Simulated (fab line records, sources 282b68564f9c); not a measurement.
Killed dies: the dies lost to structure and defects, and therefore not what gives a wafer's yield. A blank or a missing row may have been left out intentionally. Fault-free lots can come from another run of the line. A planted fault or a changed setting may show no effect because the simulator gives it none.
Tool commonality check ; flow rit cmos ; Sample size 14 lots and 42 wafers

## WHY IT WAS OPENED
Of 14 lots, 2 have the reading CONTACT_TEOS_THK flagged at RIT_CONTACT_THK_MEAS_01. Fault-free wafers read 399 nm, with a standard deviation of 5.2.
Rule: a lot is flagged in two cases, either no wafer of it has a number, or all its wafers with numbers fall more than 4 standard deviations from that mean. As for the other lots, they are considered sound.

lot;measured;on;CONTACT_TEOS_THK (nm), wafer by wafer;flag
L309;day 3 15:28;film metro-03;397 394 394;
L311;day 3 19:40;film metro-03;393 396 398;
L310;day 3 21:41;film metro-04;396 395 389;
L312;day 4 02:30;film metro-03;406 394 404;
L313;day 4 07:03;film metro-04;395 388 391;
L314;day 4 12:16;film metro-03;392 396 395;
L316;day 4 20:20;film metro-02;391 398 394;
L319;day 5 09:25;film metro-03;402 397 410;
L318;day 5 11:39;film metro-02;393 403 400;
L325;day 6 14:32;film metro-04;346 354 349;FLAGGED
L328;day 7 06:56;film metro-04;344 346 352;FLAGGED
L329;day 7 10:57;film metro-04;402 401 401;
L330;day 7 16:48;film metro-03;403 400 402;
L332;day 8 03:04;film metro-02;395 400 405;
The mean of the flagged lots' numbers is 348 nm, -50 nm from the usual (-10 standard deviations).

## WHICH TOOL RAN EACH LOT
The record keeps 1 process step preceding the reading, out of 202 steps on the route. Each cell gives the tool, then ch followed by the chambers the sampled wafers passed through, then the start.
lot;flag;RIT_CONTACT_CVD_00
L309;;pecvd-04 ch 0,2, day 3 15:25
L311;;pecvd-03 ch 0,1, day 3 19:35
L310;;pecvd-02 ch 0,1,2, day 3 21:38
L312;;pecvd-04 ch 0,1,2, day 4 02:27
L313;;pecvd-03 ch 0,1, day 4 06:59
L314;;pecvd-02 ch 0,1,2, day 4 12:12
L316;;pecvd-03 ch 0,2, day 4 20:16
L319;;pecvd-04 ch 0,1,2, day 5 09:22
L318;;pecvd-03 ch 0,1,2, day 5 11:36
L325;FLAGGED;pecvd-03 ch 0,1,2, day 6 14:29
L328;FLAGGED;pecvd-03 ch 1,2, day 7 06:53
L329;;pecvd-02 ch 0,1, day 7 10:53
L330;;pecvd-04 ch 1,2, day 7 16:44
L332;;pecvd-04 ch 0,1, day 8 03:01
What the steps here do:
- RIT_CONTACT_CVD_00: deposits SiO2 from TEOS, target thk 400 nm, time 61 s.
- RIT_CONTACT_THK_MEAS_01

## FLAGGED AGAINST TOTAL, ONE TOOL AT A TIME (gauges that did the reading follow at the end)
step;tool;lots run;flagged;share of the flagged lots;sound lots run after its first flagged lot
RIT_CONTACT_CVD_00;pecvd-02;3;0;none;-
RIT_CONTACT_CVD_00;pecvd-03;6;2;all;0
RIT_CONTACT_CVD_00;pecvd-04;5;0;none;-
RIT_CONTACT_THK_MEAS_01;film metro-02;3;0;none;-
RIT_CONTACT_THK_MEAS_01;film metro-03;6;0;none;-
RIT_CONTACT_THK_MEAS_01;film metro-04;5;2;all;1 (L329)

## WHAT THE TABLE ALLOWS
In 2 table rows, all flagged lots were run: pecvd-03 (RIT_CONTACT_CVD_00), film metro-04 (RIT_CONTACT_THK_MEAS_01).
- pecvd-03 at RIT_CONTACT_CVD_00: 2 of its 6 lots flagged. A fault beginning between L318 (day 5 11:36), its last sound lot, and L325 (day 6 14:29), its first flagged one, fits the data.
- film metro-04 at RIT_CONTACT_THK_MEAS_01: 2 of its 5 lots flagged. Sound lots ran on it after the first flagged one (L329), which a lasting fault on the whole tool wouldn't allow.
Left over: one tool, pecvd-03 at RIT_CONTACT_CVD_00.

## WHAT WAS PUT IN BY THE SIMULATOR
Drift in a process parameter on pecvd-03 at RIT_CONTACT_CVD_00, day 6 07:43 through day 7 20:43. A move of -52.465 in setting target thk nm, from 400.
Struck lots among those shown: L325, L328. The rule above reached the same finding.
